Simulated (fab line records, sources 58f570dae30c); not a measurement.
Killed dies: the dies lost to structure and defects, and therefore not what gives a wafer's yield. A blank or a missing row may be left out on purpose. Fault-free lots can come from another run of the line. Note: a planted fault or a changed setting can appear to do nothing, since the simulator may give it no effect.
What tool caused it? ; flow berkeley_cmos170 ; 42 wafers from 14 lots sampled at 6 of the route's 331 steps

== WHAT EACH GAUGE READ, for each wafer ==
UCB170_SDANNEAL_RS_MEAS_02: measures by four-point-probe. Usual: for PSD_RS the level is 75.5 ohm/sq and the standard deviation is 0.31.
lot;measured;on;PSD_RS (ohm/sq);flag
L854;day 7 07:16;film_metro-03;75.5 75.1 75.3;
L853;day 7 07:50;film_metro-02;75.8 75.9 75.8;
L857;day 7 20:54;film_metro-03;75.4 75.9 75.9;
L859;day 8 08:40;film_metro-01;75.6 75.6 75.6;
L861;day 8 21:10;film_metro-02;75.2 75.1 75.1;
L863;day 9 07:28;film_metro-01;75.1 74.8 75.4;
L862;day 9 07:38;film_metro-03;75.6 75.5 75.7;
L866;day 9 08:07;film_metro-03;75.4 75.5 75.6;
L868;day 9 22:07;film_metro-03;75.4 75.0 75.1;
L871;day 9 22:56;film_metro-03;75.2 75.2 75.1;
L870;day 9 23:11;film_metro-01;75.4 75.9 75.7;
L875;day 10 21:03;film_metro-03;75.0 75.2 75.0;
L873;day 10 21:32;film_metro-03;75.5 75.5 75.7;
L874;day 11 02:01;film_metro-03;75.7 75.6 75.6;

UCB170_M2_RS_MEAS_02: measures by four-point-probe. Usual: for M2_AL_RS the level is 0.03237 ohm/sq and the standard deviation is 0.00027.
lot;measured;on;M2_AL_RS (ohm/sq);flag
L854;day 7 21:22;film_metro-01;0.03233 0.03211 0.03235;
L853;day 8 01:43;film_metro-02;0.03249 0.03226 0.03197;
L857;day 8 13:55;film_metro-01;0.03242 0.03186 0.03237;
L859;day 9 03:49;film_metro-02;0.03242 0.03258 0.0324;
L861;day 9 16:12;film_metro-04;0.03264 0.0325 0.03283;
L863;day 9 23:18;film_metro-04;0.01616 0.01638 0.01628;OFF
L862;day 9 22:49;film_metro-04;0.03206 0.03208 0.03199;
L866;day 9 23:22;film_metro-04;0.01593 0.01594 0.016;OFF
L868;day 10 15:47;film_metro-02;0.03271 0.03223 0.03285;
L871;day 10 20:25;film_metro-02;0.03242 0.03234 0.03226;
L870;day 10 20:02;film_metro-04;0.03191 0.03203 0.03234;
L875;day 11 12:07;film_metro-01;0.03245 0.03248 0.03262;
L873;day 11 12:25;film_metro-01;0.03265 0.03234 0.03265;
L874;day 11 19:57;film_metro-04;0.03263 0.03284 0.03276;

UCB170_M2_THK_MEAS_03: measures by xrf. Usual: for M2_AL_THK the level is 903 nm and the standard deviation is 8.1.
lot;measured;on;M2_AL_THK (nm);flag
L854;day 7 21:29;film_metro-01;911 918 909;
L853;day 8 01:50;film_metro-02;896 906 911;
L857;day 8 14:02;film_metro-01;908 921 905;
L859;day 9 03:56;film_metro-02;899 896 901;
L861;day 9 16:19;film_metro-04;892 900 887;
L863;day 9 23:25;film_metro-04;1793 1772 1783;OFF
L862;day 9 22:56;film_metro-04;908 908 913;
L866;day 9 23:29;film_metro-04;1821 1810 1813;OFF
L868;day 10 15:55;film_metro-02;895 898 889;
L871;day 10 20:31;film_metro-02;905 898 912;
L870;day 10 20:10;film_metro-04;919 908 906;
L875;day 11 12:14;film_metro-01;910 904 901;
L873;day 11 12:32;film_metro-01;904 912 910;
L874;day 11 20:04;film_metro-04;889 886 891;

UCB170_V2_THK_MEAS_01. Usual: for V2_TEOS_THK the level is 2011 nm and the standard deviation is 26.
lot;measured;on;V2_TEOS_THK (nm);flag
L854;day 8 00:04;film_metro-02;2011 2024 2020;
L853;day 8 06:10;film_metro-03;1985 1995 1946;
L857;day 8 17:10;film_metro-04;1997 1960 2001;
L859;day 9 07:51;film_metro-04;2035 2017 2047;
L861;day 9 22:17;film_metro-04;1999 2000 2028;
L862;day 10 01:44;film_metro-03;1978 2011 2045;
L868;day 10 19:05;film_metro-03;2014 2026 2051;
L871;day 10 22:55;film_metro-04;1993 2021 2021;
L870;day 10 22:35;film_metro-02;2007 2042 1996;
L875;day 11 14:47;film_metro-03;1972 2012 2010;
L873;day 11 15:08;film_metro-03;1979 1993 2024;
L874;day 11 23:37;film_metro-02;1978 1986 2031;

== EACH LOT AND THE TOOL THAT RAN IT (in order: tool; ch and the chambers of the sampled wafers; start) ==
lot;UCB170_M2_SPUTTER_01;UCB170_M2_METAL_ETCH_18
L854;pvd_sputter-01, day 7 21:17;rie_metal-04 ch 0,1, day 7 23:31
L853;pvd_sputter-04, day 8 01:38;rie_metal-01 ch 0,1, day 8 05:37
L857;pvd_sputter-04, day 8 13:49;rie_metal-01 ch 0,1, day 8 16:37
L859;pvd_sputter-03, day 9 03:44;rie_metal-01 ch 1, day 9 06:58
L861;pvd_sputter-04, day 9 16:07;rie_metal-03 ch 0, day 9 21:32
L863;pvd_sputter-04, day 9 22:52;rie_metal-03 ch 0,1, day 10 01:31
L862;pvd_sputter-01, day 9 22:41;rie_metal-01 ch 0,1, day 10 01:10
L866;pvd_sputter-01, day 9 23:02;rie_metal-04 ch 0,1, day 10 01:40
L868;pvd_sputter-04, day 10 15:43;rie_metal-03 ch 0,1, day 10 18:32
L871;pvd_sputter-01, day 10 20:19;rie_metal-04 ch 0,1, day 10 22:20
L870;pvd_sputter-04, day 10 19:57;rie_metal-03 ch 0,1, day 10 22:01
L875;pvd_sputter-03, day 11 12:02;rie_metal-04 ch 0,1, day 11 14:13
L873;pvd_sputter-04, day 11 12:19;rie_metal-03 ch 0,1, day 11 14:34
L874;pvd_sputter-03, day 11 19:52;rie_metal-04 ch 0,1, day 11 23:04
- UCB170_M2_SPUTTER_01: material Al, target thk 900 nm, time 120 s.
- UCB170_M2_METAL_ETCH_18: etches Al in Cl2/BCl3, stops on SiO2, target depth 1170 nm, time 195 s.

== WHAT THE TOOLS THEMSELVES READ (means of the sampled wafers that have a number; where no wafer has one, the mark that the record gives instead) ==
UCB170_M2_SPUTTER_01. Usual: throttle_valve_pct reads 30.1 % (standard deviation 1.1).
lot;tool;throttle_valve_pct (%);flag
L854;pvd_sputter-01;31.0;
L853;pvd_sputter-04;30.0;
L857;pvd_sputter-04;30.7;
L859;pvd_sputter-03;29.0;
L861;pvd_sputter-04;29.3;
L863;pvd_sputter-04;29.2;
L862;pvd_sputter-01;31.4;
L866;pvd_sputter-01;30.9;
L868;pvd_sputter-04;30.1;
L871;pvd_sputter-01;30.5;
L870;pvd_sputter-04;29.3;
L875;pvd_sputter-03;29.6;
L873;pvd_sputter-04;30.6;
L874;pvd_sputter-03;29.3;

UCB170_M2_METAL_ETCH_18. Usual: bcl3_flow_sccm 45.02 sccm, standard deviation 0.14; drypump_motor_current_A 5.9 A, standard deviation 0.48; oes_product_au 0.847 a.u., standard deviation 0.017; rf_fwd_power_W 598.0 W, standard deviation 2.1; throttle_valve_pct 24.33 %, standard deviation 0.14.
lot;tool;bcl3_flow_sccm (sccm);drypump_motor_current_A (A);oes_product_au (a.u.);rf_fwd_power_W (W);throttle_valve_pct (%);flag
L854;rie_metal-04;45.06;6.1;0.856;599.3;24.25;
L853;rie_metal-01;45.16;5.9;0.833;597.4;24.42;
L857;rie_metal-01;45.10;5.9;0.831;598.4;24.43;
L859;rie_metal-01;44.96;6.0;0.834;597.5;24.21;
L861;rie_metal-03;45.00;5.2;0.865;593.0;24.27;
L863;rie_metal-03;44.87;6.1;0.982;598.7;24.40;OFF
L862;rie_metal-01;45.02;5.9;0.834;599.2;24.31;
L866;rie_metal-04;45.08;6.3;1.008;598.2;24.19;OFF
L868;rie_metal-03;45.14;6.1;0.831;595.0;24.47;
L871;rie_metal-04;44.87;6.0;0.857;598.0;24.25;
L870;rie_metal-03;45.02;5.7;0.858;598.4;24.37;
L875;rie_metal-04;45.02;6.0;0.853;598.8;24.25;
L873;rie_metal-03;45.00;6.1;0.834;596.2;24.47;
L874;rie_metal-04;45.19;6.2;0.850;598.2;24.25;

== THE ANSWER, worked out from the rows above alone ==
Rule: a lot is off if the mean of its wafers that have a number lies more than 3 standard deviations from the usual mean. Also off: a lot with no number at a reading for which 4 or more lots have one. Any other lot the step has rows for is counted as sound. Order of review: gauges by route order, followed by the tools' own readings, for which a lot's mean as printed above is used. The first step at which some lot is off is used, and at that step the reading that is off furthest; a lot without a number counts as furthest.
Off: at UCB170_M2_RS_MEAS_02 (M2_AL_RS), L863, L866.
If a tool, at a process step before that reading, ran all the lots that are off and no sound lot after the first of them, it fits. Not tried: the gauges at UCB170_M2_RS_MEAS_02; whatever is off there is also off at UCB170_M2_METAL_ETCH_18, on other tools, and gauge error can't account for it. Of those tried, none fits.

== WHAT THE SIMULATOR HAD INSERTED ==
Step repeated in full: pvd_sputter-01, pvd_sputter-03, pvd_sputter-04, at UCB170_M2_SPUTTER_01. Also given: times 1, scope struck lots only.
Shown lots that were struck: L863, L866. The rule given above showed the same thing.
